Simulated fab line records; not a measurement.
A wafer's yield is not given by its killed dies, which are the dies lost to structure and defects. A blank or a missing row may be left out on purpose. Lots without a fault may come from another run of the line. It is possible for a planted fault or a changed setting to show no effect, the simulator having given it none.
fab line records	flow berkeley-cmos170	part 1 of 2: steps 1 to 25 of 33
[record] lots = 5	wafers = 15	last-day = 10
route steps=331 shown PVT@115 GATE@125 FIELD@126 PLDD@145
lots that met no fault: taken from a fault-free run of the same line
start-h: the number of hours between the record's first day and the start of the first shown wafer of the lot	wait-h: hours since the lot's step before	" the same as in the row above	L1.1+2: several wafers, shown together as one row	- no value, or no start was given	* or withheld: withheld	< > ~ a bound
route shown NAME@n: names a module that has steps shown in the file, with the first one's number in the route	usual: mean and standard deviation over wafers with no fault	same: alike in all rows	chamber/n: place in a boat	sites: each site's reading	_std_site: how widely they spread, as a standard deviation	_edge_site: mean of outer sites minus mean of inner sites	radius-mm: how far each site lies from the wafer's centre	mask NAME#n: copy n	behind: the tool/chamber that last shaped the wafer	hold: reason for holding the lot/hours on hold/outcome of the hold	device: names the non-switching transistor (n, p or np)	end of line: the same wafers' tests at the end of the route	a step given without rows: its recipe and nothing more	killed: not the wafer's yield, but the dies lost to structure and defects at the first sort	map: dies across one wafer; x = killed, . = not, _ = none there
set.NAME: the setting that was run; set.NAME@STEP: the one run at that earlier step	model.NAME: the simulator's own value behind a step, which no gauge read
lots at selected steps of the route; one table per step, one row per wafer
services: a tool's chamber out of use, with start hour (start-h, from the record's first day; less than 0 if before it), hours out, and reason
[[steps]]
[step UCB170_PVT_HMDS_00]
[recipe] prime-time-s = 60	prime-temp-c = 100
[usual] resist-line-temp-C = 23.01/0.11
lot.wafer	tool	chamber	start-h	wait-h	resist-line-temp-C
L074.2	litho-track-04	0	110.14	0.0	22.77
L074.3	"	0	"	"	22.81
L074.6	"	0	"	"	22.85
L076.2	litho-track-04	0	117.27	0.0	23.03
L076.5	"	0	"	"	22.99
L076.6	"	0	"	"	23.05
L078.2	litho-track-02	0	132.77	0.9	23.13
L078.5	"	0	"	"	22.92
L078.6	"	0	"	"	23.09
L081.1	litho-track-04	0	137.48	0.1	22.92
L081.5	"	0	"	"	23.01
L081.6	"	0	"	"	22.88
L092.1	litho-track-04	0	192.88	0.4	23.14
L092.3	"	0	"	"	23.09
L092.6	"	0	"	"	23.07
[step UCB170_PVT_COAT_01]
[recipe] resist = KrF	spin-rpm = 1500	resist-thk-nm = 900
[usual] dispense-pressure-kPa = 49.0/1.8	resist-line-temp-C = 22.98/0.1	spin-speed-rpm = 1500.0/0.98
lot.wafer	tool	chamber	start-h	wait-h	dispense-pressure-kPa	resist-line-temp-C	spin-speed-rpm
L074.2	litho-track-04	0	110.29	0.1	50.2	22.92	1499.4
L074.3	"	0	"	"	50.3	22.95	1500.6
L074.6	"	0	"	"	50.2	23.13	1501.7
L076.2	litho-track-04	0	117.42	0.1	50.3	22.99	1497.5
L076.5	"	0	"	"	50.2	22.73	1498.7
L076.6	"	0	"	"	50.3	23.00	1497.1
L078.2	litho-track-02	0	132.92	0.1	46.6	23.06	1500.8
L078.5	"	0	"	"	46.6	23.05	1500.1
L078.6	"	0	"	"	46.6	22.98	1499.4
L081.1	litho-track-04	0	137.63	0.1	50.3	22.91	1501.2
L081.5	"	0	"	"	50.3	23.05	1499.3
L081.6	"	0	"	"	50.3	22.83	1500.8
L092.1	litho-track-04	0	193.03	0.1	50.3	23.01	1499.7
L092.3	"	0	"	"	50.3	23.04	1499.5
L092.6	"	0	"	"	50.3	23.05	1499.1
[step UCB170_PVT_SOFTBAKE_02]
[recipe] resist = KrF	temp-c = 130	time-s = 60
[usual] resist-line-temp-C = 22.99/0.12
[same] time-s = 60
lot.wafer	tool	chamber	start-h	wait-h	resist-line-temp-C
L074.2	litho-track-04	0	110.44	0.1	23.09
L074.3	"	0	"	"	23.03
L074.6	"	0	"	"	23.08
L076.2	litho-track-04	0	117.57	0.1	23.22
L076.5	"	0	"	"	23.01
L076.6	"	0	"	"	23.07
L078.2	litho-track-02	0	133.07	0.1	22.97
L078.5	"	0	"	"	23.00
L078.6	"	0	"	"	23.04
L081.1	litho-track-04	0	137.78	0.1	23.01
L081.5	"	0	"	"	23.02
L081.6	"	0	"	"	22.99
L092.1	litho-track-04	0	193.18	0.1	22.92
L092.3	"	0	"	"	22.95
L092.6	"	0	"	"	23.00
[step UCB170_PVT_EXPOSE_03]
[recipe] mask-id = NWELL	target-cd-nm = 3000	na = 0.5	sigma-outer = 0.6	source-shape = conventional	dose-mj = 30
[usual] stage-vel-mm-s = 499.99/0.28
lot.wafer	tool	chamber	start-h	wait-h	mask	stage-vel-mm-s
L074.2	krf-scanner-02	0	110.58	0.1	NWELL#0	500.40
L074.3	"	0	"	"	NWELL#0	499.53
L074.6	"	0	"	"	NWELL#0	500.29
L076.2	krf-scanner-02	0	117.71	0.1	NWELL#0	499.94
L076.5	"	0	"	"	NWELL#0	500.16
L076.6	"	0	"	"	NWELL#0	500.11
L078.2	krf-scanner-02	0	133.21	0.1	NWELL#0	499.97
L078.5	"	0	"	"	NWELL#0	499.78
L078.6	"	0	"	"	NWELL#0	500.06
L081.1	krf-scanner-02	0	137.93	0.1	NWELL#0	500.03
L081.5	"	0	"	"	NWELL#0	500.40
L081.6	"	0	"	"	NWELL#0	500.50
L092.1	krf-scanner-02	0	193.46	0.3	NWELL#0	500.24
L092.3	"	0	"	"	NWELL#0	499.92
L092.6	"	0	"	"	NWELL#0	499.87
[step UCB170_PVT_PEB_04]
[recipe] peb-temp-c = 130	peb-time-s = withheld	resist = KrF
[usual] resist-line-temp-C = 23.01/0.12
lot.wafer	tool	chamber	start-h	wait-h	resist-line-temp-C
L074.2	litho-track-02	0	110.96	0.4	22.84
L074.3	"	0	"	"	22.94
L074.6	"	0	"	"	22.83
L076.2	litho-track-04	0	117.84	0.1	22.73
L076.5	"	0	"	"	23.02
L076.6	"	0	"	"	22.92
L078.2	litho-track-02	0	134.04	0.8	23.06
L078.5	"	0	"	"	22.96
L078.6	"	0	"	"	23.04
L081.1	litho-track-04	0	138.05	0.1	22.95
L081.5	"	0	"	"	22.86
L081.6	"	0	"	"	23.04
L092.1	litho-track-02	0	194.11	0.6	22.90
L092.3	"	0	"	"	23.04
L092.6	"	0	"	"	23.02
[step UCB170_PVT_DEVELOP_05]
[recipe] developer = TMAH	develop-time-s = 45	resist = KrF	dev-temp-c = 21
[usual] resist-line-temp-C = 23.00/0.11
lot.wafer	tool	chamber	start-h	wait-h	resist-line-temp-C
L074.2	litho-track-02	0	-	-	23.01
L074.3	"	0	"	"	22.86
L074.6	"	0	"	"	23.04
L076.2	litho-track-04	0	-	-	23.22
L076.5	"	0	"	"	23.00
L076.6	"	0	"	"	23.05
L078.2	litho-track-02	0	-	-	23.07
L078.5	"	0	"	"	22.84
L078.6	"	0	"	"	22.97
L081.1	litho-track-04	0	-	-	22.89
L081.5	"	0	"	"	22.92
L081.6	"	0	"	"	23.05
L092.1	litho-track-02	0	-	-	23.06
L092.3	"	0	"	"	22.91
L092.6	"	0	"	"	23.18
[step UCB170_PVT_OVL_MEAS_06]
[usual] PVT_OVL = -5/5.7
lot.wafer	tool	chamber	start-h	wait-h	PVT_OVL[nm]
L074.2	overlay-01	-	111.21	-	-5
L074.3	"	-	"	"	-4
L074.6	"	-	"	"	4
L076.2	overlay-02	-	118.09	-	-1
L076.5	"	-	"	"	-2
L076.6	"	-	"	"	-8
L078.2	overlay-01	-	134.30	-	6
L078.5	"	-	"	"	-5
L078.6	"	-	"	"	-3
L081.1	overlay-01	-	138.35	-	2
L081.5	"	-	"	"	10
L081.6	"	-	"	"	2
L092.1	overlay-02	-	194.39	-	-2
L092.3	"	-	"	"	-6
L092.6	"	-	"	"	-1
[step UCB170_PVT_IMPLANT_07]
[recipe] species = P	dose-cm2 = 2e+12	energy-kev = 30	tilt-deg = 7
[usual] end-station-pressure-torr = 5.01e-06/2.5e-07	tilt-deg = 6.998/0.018
lot.wafer	tool	chamber	start-h	wait-h	end-station-pressure-torr	tilt-deg
L074.2	implanter-04	0	111.27	0.0	5.48e-06	7.027
L074.3	"	0	"	"	5.06e-06	6.996
L074.6	"	0	"	"	4.84e-06	6.980
L076.2	implanter-02	0	118.15	0.0	5.49e-06	6.991
L076.5	"	0	"	"	5.08e-06	6.986
L076.6	"	0	"	"	4.87e-06	6.993
L078.2	implanter-01	0	134.36	0.0	4.95e-06	6.991
L078.5	"	0	"	"	4.91e-06	7.000
L078.6	"	0	"	"	5.4e-06	7.002
L081.1	implanter-04	0	138.39	0.0	4.84e-06	7.012
L081.5	"	0	"	"	4.55e-06	7.004
L081.6	"	0	"	"	4.98e-06	7.008
L092.1	implanter-02	0	194.42	0.0	4.81e-06	6.997
L092.3	"	0	"	"	4.87e-06	7.022
L092.6	"	0	"	"	5.19e-06	7.005
[step UCB170_PVT_STRIP_08]
[recipe] chemistry = O2	power-w = 400	pressure-mtorr = 3500	platen-temp-c = withheld	o2-flow-sccm = 400	overash-fraction = 0.5
[usual] drypump-motor-current-A = 5.7/0.35	o2-flow-sccm = 399.9/1.1	oes-product-au = 0.735/0.004	strip-time-to-endpoint-s = 21.64/0.057
lot.wafer	tool	chamber	start-h	wait-h	drypump-motor-current-A	o2-flow-sccm	oes-product-au	rf-hours-counter-h	strip-time-to-endpoint-s
L074.2	plasma-asher-03	0	111.39	0.1	5.2	399.1	0.740	38	21.53
L074.3	"	0	"	"	5.2	400.2	0.729	-	21.60
L074.6	"	1	"	"	5.5	400.4	0.735	-	21.56
L076.2	plasma-asher-02	1	118.27	0.1	5.6	401.9	0.736	33	21.67
L076.5	"	1	"	"	5.6	400.4	0.737	-	21.67
L076.6	"	0	"	"	6.2	399.5	0.742	-	21.64
L078.2	plasma-asher-03	1	134.48	0.1	5.5	398.9	0.734	41	21.70
L078.5	"	1	"	"	5.5	400.3	0.733	-	21.71
L078.6	"	0	"	"	5.2	400.1	0.730	-	21.72
L081.1	plasma-asher-02	1	138.54	0.1	5.6	397.8	0.734	35	21.74
L081.5	"	0	"	"	6.2	400.8	0.731	-	21.71
L081.6	"	1	"	"	5.6	399.6	0.738	-	21.71
L092.1	plasma-asher-02	0	194.57	0.1	6.1	399.8	0.731	41	21.68
L092.3	"	0	"	"	6.2	399.3	0.727	-	21.67
L092.6	"	0	"	"	6.2	401.0	0.734	-	21.71
[step UCB170_PVT_TW_MEAS_09]
[usual] PVT_TW = 504.5/2.9
lot.wafer	tool	chamber	start-h	wait-h	PVT_TW
L074.2	film-metro-02	-	111.50	0.1	507.5
L074.3	"	-	"	"	507.3
L074.6	"	-	"	"	505.2
L076.2	film-metro-04	-	118.38	0.1	500.5
L076.5	"	-	"	"	501.4
L076.6	"	-	"	"	501.8
L078.2	film-metro-01	-	134.59	0.1	507.6
L078.5	"	-	"	"	506.6
L078.6	"	-	"	"	506.1
L081.1	film-metro-04	-	138.64	0.1	501.3
L081.5	"	-	"	"	499.1
L081.6	"	-	"	"	499.9
L092.1	film-metro-02	-	194.67	0.1	500.4
L092.3	"	-	"	"	499.5
L092.6	"	-	"	"	502.1
[step UCB170_GATE_WET_ETCH_00]
[recipe] chemistry = dHF	dilution = 25:1	target = SiO2	temp-c = 25	time-s = 200
[usual] temp-c = 25.02/0.1
[same] time-s = 200
lot.wafer	tool	chamber	start-h	wait-h	temp-c
L074.2	wet-bench-03	3	111.56	0.0	24.94
L074.3	"	3	"	"	24.97
L074.6	"	3	"	"	24.96
L076.2	wet-bench-03	3	118.43	0.0	24.86
L076.5	"	3	"	"	24.89
L076.6	"	3	"	"	25.00
L078.2	wet-bench-02	0	134.64	0.0	25.11
L078.5	"	0	"	"	24.94
L078.6	"	0	"	"	24.88
L081.1	wet-bench-02	1	138.70	0.1	25.04
L081.5	"	1	"	"	25.03
L081.6	"	1	"	"	24.94
L092.1	wet-bench-03	3	196.40	1.7	24.78
L092.3	"	3	"	"	24.94
L092.6	"	3	"	"	24.84
[step UCB170_FIELD_THK_MEAS_91]
[recipe] reads = SiO2_of_FIELD_OXIDATION_01
[usual] FIELD_OXIDE_LEFT_2_THK = 352/11
lot.wafer	tool	chamber	start-h	wait-h	FIELD_OXIDE_LEFT_2_THK[nm]
L074.2	film-metro-04	-	111.64	0.0	352
L074.3	"	-	"	"	345
L074.6	"	-	"	"	346
L076.2	film-metro-01	-	118.51	0.0	346
L076.5	"	-	"	"	346
L076.6	"	-	"	"	349
L078.2	film-metro-02	-	134.72	0.0	377
L078.5	"	-	"	"	379
L078.6	"	-	"	"	379
L081.1	film-metro-01	-	138.77	0.0	343
L081.5	"	-	"	"	354
L081.6	"	-	"	"	352
L092.1	film-metro-02	-	196.47	0.0	363
L092.3	"	-	"	"	354
L092.6	"	-	"	"	364
[step UCB170_GATE_OXIDATION_01]
[recipe] temp-c = 850	ambient = O2	target-thk-a = 66	ox-time-s = 1800
lot.wafer	tool	chamber	start-h	wait-h
L074.2+3+6	furnace-03	0	113.26	1.6
L076.2+5+6	furnace-03	0	120.44	1.9
L078.2+5+6	furnace-03	0	137.22	2.5
L081.1+5+6	furnace-01	0	141.95	3.2
L092.1+3+6	furnace-02	0	196.53	0.1
[step UCB170_GATE_THK_MEAS_02]
[recipe] reads = SiO2_of_GATE_OXIDATION_01
[usual] GATE_OXIDE_THK = 6.56/0.15
lot.wafer	tool	chamber	start-h	wait-h	GATE_OXIDE_THK[nm]
L074.2	film-metro-02	-	114.77	0.0	6.46
L074.3	"	-	"	"	6.52
L074.6	"	-	"	"	6.53
L076.2	film-metro-03	-	121.95	0.0	6.73
L076.5	"	-	"	"	6.75
L076.6	"	-	"	"	6.81
L078.2	film-metro-04	-	138.73	0.0	6.62
L078.5	"	-	"	"	6.40
L078.6	"	-	"	"	6.50
L081.1	film-metro-02	-	143.45	0.0	6.61
L081.5	"	-	"	"	6.65
L081.6	"	-	"	"	6.74
L092.1	film-metro-02	-	198.03	0.0	6.56
L092.3	"	-	"	"	6.61
L092.6	"	-	"	"	6.74
[step UCB170_GATE_ANNEAL_03]
[recipe] temp-c = 900	time-s = 1800	ambient = N2
[same] time-s = 1800
lot.wafer	tool	chamber	start-h	wait-h
L074.2+3+6	furnace-02	0	116.80	2.0
L076.2+5+6	furnace-02	0	123.90	1.9
L078.2+5+6	furnace-03	0	141.72	3.0
L081.1+5+6	furnace-02	0	146.20	2.7
L092.1+3+6	furnace-01	0	199.94	1.9
[step UCB170_GATE_CVD_04]
[recipe] material = poly-Si	temp-c = 610	precursor = SiH4	time-s = 1440	pressure-mtorr = 375	target-thk-nm = 214	sih4-flow-sccm = 120
[same] time-s = 1440
lot.wafer	tool	chamber	start-h	wait-h
L074.2+3+6	lpcvd-01	0	119.19	0.9
L076.2+5+6	lpcvd-02	0	125.40	0.0
L078.2+5+6	lpcvd-02	1	144.12	0.9
L081.1+5+6	lpcvd-01	0	147.70	0.0
L092.1+3+6	lpcvd-01	1	201.45	0.0
[step UCB170_GATE_THK_MEAS_05]
[recipe] reads = poly-Si_of_GATE_CVD_04
[usual] GATE_POLY_THK = 215.4/2
lot.wafer	tool	chamber	start-h	wait-h	GATE_POLY_THK[nm]
L074.2	film-metro-02	-	120.60	0.0	215.6
L074.3	"	-	"	"	213.9
L074.6	"	-	"	"	214.8
L076.2	film-metro-02	-	127.51	0.0	216.0
L076.5	"	-	"	"	215.1
L076.6	"	-	"	"	214.4
L078.2	film-metro-02	-	145.53	0.0	213.9
L078.5	"	-	"	"	215.2
L078.6	"	-	"	"	211.8
L081.1	film-metro-04	-	149.10	0.0	216.7
L081.5	"	-	"	"	215.1
L081.6	"	-	"	"	215.8
L092.1	film-metro-04	-	202.85	0.0	216.2
L092.3	"	-	"	"	217.8
L092.6	"	-	"	"	217.0
[step UCB170_GATE_COAT_06]
[recipe] resist = BARC	temp-c = withheld	time-s = withheld	spin-rpm = 3000	resist-thk-nm = withheld
[usual] dispense-pressure-kPa = 50.4/2	resist-line-temp-C = *	spin-speed-rpm = 3000.1/1.8
lot.wafer	tool	chamber	start-h	wait-h	dispense-pressure-kPa	resist-line-temp-C	spin-speed-rpm
L074.2	litho-track-01	0	120.68	0.1	52.0	*	2999.8
L074.3	"	0	"	"	52.0	*	3001.5
L074.6	"	0	"	"	52.0	*	2999.6
L076.2	litho-track-03	0	127.59	0.1	50.6	*	2999.2
L076.5	"	0	"	"	50.5	*	2998.4
L076.6	"	0	"	"	50.6	*	2999.0
L078.2	litho-track-01	0	145.94	0.4	52.0	*	3000.5
L078.5	"	0	"	"	52.0	*	3000.1
L078.6	"	0	"	"	52.0	*	3000.2
L081.1	litho-track-03	0	149.39	0.3	50.6	*	2999.5
L081.5	"	0	"	"	50.6	*	2998.6
L081.6	"	0	"	"	50.6	*	3000.7
L092.1	litho-track-03	0	203.07	0.2	50.5	*	3003.5
L092.3	"	0	"	"	50.4	*	3001.2
L092.6	"	0	"	"	50.4	*	3000.2
[step UCB170_GATE_COAT_07]
[recipe] resist = KrF	spin-rpm = 1500	resist-thk-nm = 900
[usual] dispense-pressure-kPa = 50.3/2	resist-line-temp-C = 22.99/0.097	spin-speed-rpm = 1500.0/0.99
lot.wafer	tool	chamber	start-h	wait-h	dispense-pressure-kPa	resist-line-temp-C	spin-speed-rpm
L074.2	litho-track-01	0	-	-	51.9	22.81	1498.9
L074.3	"	0	"	"	51.8	22.89	1498.8
L074.6	"	0	"	"	51.9	22.94	1499.7
L076.2	litho-track-03	0	-	-	50.4	23.00	1500.4
L076.5	"	0	"	"	50.4	22.93	1501.7
L076.6	"	0	"	"	50.5	22.92	1500.1
L078.2	litho-track-01	0	-	-	51.9	23.11	1500.3
L078.5	"	0	"	"	51.9	23.00	1500.4
L078.6	"	0	"	"	51.9	22.97	1499.6
L081.1	litho-track-03	0	-	-	50.4	23.01	1500.7
L081.5	"	0	"	"	50.5	23.08	1500.7
L081.6	"	0	"	"	50.5	23.05	1500.6
L092.1	litho-track-03	0	-	-	50.5	23.03	1499.2
L092.3	"	0	"	"	50.5	23.01	1500.5
L092.6	"	0	"	"	50.5	23.00	1499.7
[step UCB170_GATE_SOFTBAKE_08]
[recipe] resist = KrF	temp-c = 130	time-s = 60
[usual] resist-line-temp-C = 23.01/0.1
[same] time-s = 60
lot.wafer	tool	chamber	start-h	wait-h	resist-line-temp-C
L074.2	litho-track-01	0	-	-	22.99
L074.3	"	0	"	"	22.81
L074.6	"	0	"	"	23.01
L076.2	litho-track-03	0	-	-	23.13
L076.5	"	0	"	"	22.99
L076.6	"	0	"	"	23.14
L078.2	litho-track-01	0	-	-	22.98
L078.5	"	0	"	"	23.02
L078.6	"	0	"	"	23.01
L081.1	litho-track-03	0	-	-	22.96
L081.5	"	0	"	"	23.03
L081.6	"	0	"	"	23.19
L092.1	litho-track-03	0	-	-	23.10
L092.3	"	0	"	"	23.08
L092.6	"	0	"	"	23.14
[step UCB170_GATE_EXPOSE_09]
[recipe] mask-id = POLY	target-cd-nm = 350	na = 0.5	sigma-outer = 0.6	source-shape = conventional	dose-mj = 21
[usual] stage-vel-mm-s = 500.03/0.27
lot.wafer	tool	chamber	start-h	wait-h	mask	stage-vel-mm-s
L074.2	krf-scanner-02	0	121.24	-	POLY#0	499.85
L074.3	"	0	"	"	POLY#0	500.24
L074.6	"	0	"	"	POLY#0	500.07
L076.2	krf-scanner-02	0	128.03	-	POLY#0	500.18
L076.5	"	0	"	"	POLY#0	499.94
L076.6	"	0	"	"	POLY#0	499.71
L078.2	krf-scanner-02	0	146.39	-	POLY#0	500.13
L078.5	"	0	"	"	POLY#0	499.84
L078.6	"	0	"	"	POLY#0	500.22
L081.1	krf-scanner-02	0	149.89	-	POLY#0	500.09
L081.5	"	0	"	"	POLY#0	500.01
L081.6	"	0	"	"	POLY#0	499.96
L092.1	krf-scanner-02	0	203.52	-	POLY#0	499.69
L092.3	"	0	"	"	POLY#0	500.29
L092.6	"	0	"	"	POLY#0	500.24
[step UCB170_GATE_PEB_10]
[recipe] peb-temp-c = 130	peb-time-s = withheld	resist = KrF
[usual] resist-line-temp-C = 22.99/0.11
lot.wafer	tool	chamber	start-h	wait-h	resist-line-temp-C
L074.2	litho-track-01	0	121.58	0.3	22.90
L074.3	"	0	"	"	22.87
L074.6	"	0	"	"	22.94
L076.2	litho-track-02	0	128.15	0.1	23.10
L076.5	"	0	"	"	23.01
L076.6	"	0	"	"	23.15
L078.2	litho-track-02	0	146.51	0.1	23.00
L078.5	"	0	"	"	23.01
L078.6	"	0	"	"	22.81
L081.1	litho-track-03	0	150.29	0.4	22.85
L081.5	"	0	"	"	22.91
L081.6	"	0	"	"	22.96
L092.1	litho-track-03	0	203.79	0.3	23.05
L092.3	"	0	"	"	23.10
L092.6	"	0	"	"	22.94
[step UCB170_GATE_DEVELOP_11]
[recipe] developer = TMAH	develop-time-s = 45	resist = KrF	dev-temp-c = 21
[usual] resist-line-temp-C = 23.00/0.11
lot.wafer	tool	chamber	start-h	wait-h	resist-line-temp-C
L074.2	litho-track-01	0	-	-	22.90
L074.3	"	0	"	"	22.71
L074.6	"	0	"	"	22.83
L076.2	litho-track-02	0	-	-	22.87
L076.5	"	0	"	"	22.98
L076.6	"	0	"	"	22.90
L078.2	litho-track-02	0	-	-	23.09
L078.5	"	0	"	"	22.94
L078.6	"	0	"	"	22.88
L081.1	litho-track-03	0	-	-	23.02
L081.5	"	0	"	"	22.97
L081.6	"	0	"	"	23.06
L092.1	litho-track-03	0	-	-	23.16
L092.3	"	0	"	"	23.10
L092.6	"	0	"	"	22.95
[step UCB170_GATE_CD_MEAS_12]
[recipe] target-cd-nm = 350
[usual] cd-nm = 350.1/1.5
lot.wafer	tool	chamber	start-h	wait-h	cd-nm
L074.2	cd-sem-02	-	121.85	-	347.3
L074.3	"	-	"	"	346.5
L074.6	"	-	"	"	348.4
L076.2	cd-sem-02	-	128.42	-	346.8
L076.5	"	-	"	"	348.3
L076.6	"	-	"	"	347.6
L078.2	cd-sem-02	-	146.78	-	349.2
L078.5	"	-	"	"	350.4
L078.6	"	-	"	"	349.9
L081.1	cd-sem-01	-	150.56	-	349.6
L081.5	"	-	"	"	350.4
L081.6	"	-	"	"	349.9
L092.1	cd-sem-02	-	204.13	-	349.6
L092.3	"	-	"	"	350.6
L092.6	"	-	"	"	349.7
[step UCB170_GATE_OVL_MEAS_13]
[usual] GATE_OVL = 0/5.5
lot.wafer	tool	chamber	start-h	wait-h	GATE_OVL[nm]
L074.2	overlay-01	-	121.95	0.1	-4
L074.3	"	-	"	"	0
L074.6	"	-	"	"	-3
L076.2	overlay-02	-	128.53	0.1	-5
L076.5	"	-	"	"	-7
L076.6	"	-	"	"	-9
L078.2	overlay-01	-	146.89	0.1	-8
L078.5	"	-	"	"	-7
L078.6	"	-	"	"	-8
L081.1	overlay-01	-	150.68	0.1	-3
L081.5	"	-	"	"	-1
L081.6	"	-	"	"	-2
L092.1	overlay-02	-	204.25	0.1	2
L092.3	"	-	"	"	0
L092.6	"	-	"	"	6
